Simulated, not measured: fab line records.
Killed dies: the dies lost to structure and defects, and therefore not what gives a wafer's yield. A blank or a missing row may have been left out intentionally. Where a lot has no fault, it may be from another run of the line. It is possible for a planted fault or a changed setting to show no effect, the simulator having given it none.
2 desks, one fault	flow berkeley-cmos170	each desk has only its own numbers; what lay behind them comes last

## TOOL OWNER'S DESK, litho-track-03
The tool's own readings at UCB170_M1_PEB_07: means of the sampled wafers that have a number, for each lot that ran on this tool. The brackets show how far a lot's mean lies from the usual mean; more than 4 standard deviations puts the lot out of limits, marked OUT.
Columns: A = heater-power-total-W at UCB170_M1_PEB_07, usual 56.80 W; B = plate-temp-C at UCB170_M1_PEB_07, usual 130.01 C
lot	first seen here	A	B
L240	day 6 23:48	56.80	129.80
L241	day 7 02:03	56.81	130.01
L247	day 8 11:05	56.82	130.15
L248	day 9 04:05	56.78	129.90
L250	day 9 13:59	56.39 (-11) OUT	129.16 (-6.6) OUT
L251	day 9 14:17	56.42 (-10) OUT	129.54
L252	day 9 19:53	56.42 (-10) OUT	129.45 (-4.3) OUT
This desk finds L250, L251, L252 out of limits, L250 being first, at day 9 13:59 (heater-power-total-W at UCB170_M1_PEB_07). L240, L241, L247, L248: within limits.

## METROLOGY DESK
Means of the sampled wafers that have a number, per lot and without regard to the tool the lot ran on: this is what the gauges read. The brackets show how far a lot's mean lies from the usual mean; more than 4 standard deviations puts the lot out of limits, marked OUT.
Columns: A = cd-nm at UCB170_ACTIVE_CD_MEAS_13, usual 1200.0 nm; B = cd-nm at UCB170_M1_CD_MEAS_09, usual 699.9 nm
lot	first seen here	A	B
L240	day 4 03:43	1199.5	697.4
L241	day 4 08:32	1200.6	698.8
L242	day 4 13:33	1198.8	700.5
L243	day 4 20:34	1199.9	700.2
L245	day 5 05:23	1200.1	701.3
L246	day 5 10:46	1201.5	699.6
L247	day 5 10:55	1200.5	699.6
L248	day 6 00:07	1198.9	699.5
L251	day 6 13:20	1199.6	703.5
L250	day 6 13:29	1199.4	702.6
L249	day 6 13:36	1202.3	700.4
L252	day 6 22:49	1200.7	705.7 (+4.5) OUT
L253	day 6 23:04	1199.3	702.0
L254	day 7 07:14	1199.6	699.3
L261	day 8 14:41	1202.2	701.7
This desk finds L252 out of limits, L252 being first, at day 9 20:09 (cd-nm at UCB170_M1_CD_MEAS_09). L240, L241, L242, L243, L245, L246, L247, L248, L251, L250, L249, L253, L254, L261: within limits.

## PUT TOGETHER
An alarm could have come from the tool owner's desk at day 9 13:59, on L250, L251, L252.
An alarm was possible from the metrology desk at day 9 20:09, on L252.
The metrology desk holds a record of L250, L251, inside its limits.
UCB170_M1_PEB_07 was run on litho-track-03 by each of the lots named.

## WHAT HAD BEEN PUT IN BY THE SIMULATOR
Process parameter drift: litho-track-03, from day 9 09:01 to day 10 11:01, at UCB170_M1_PEB_07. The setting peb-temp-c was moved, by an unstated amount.
Struck lots among those shown: L250, L251, L252.
Fault start to first reading out of limits, in hours, per desk: tool owner, 5; metrology, 11.
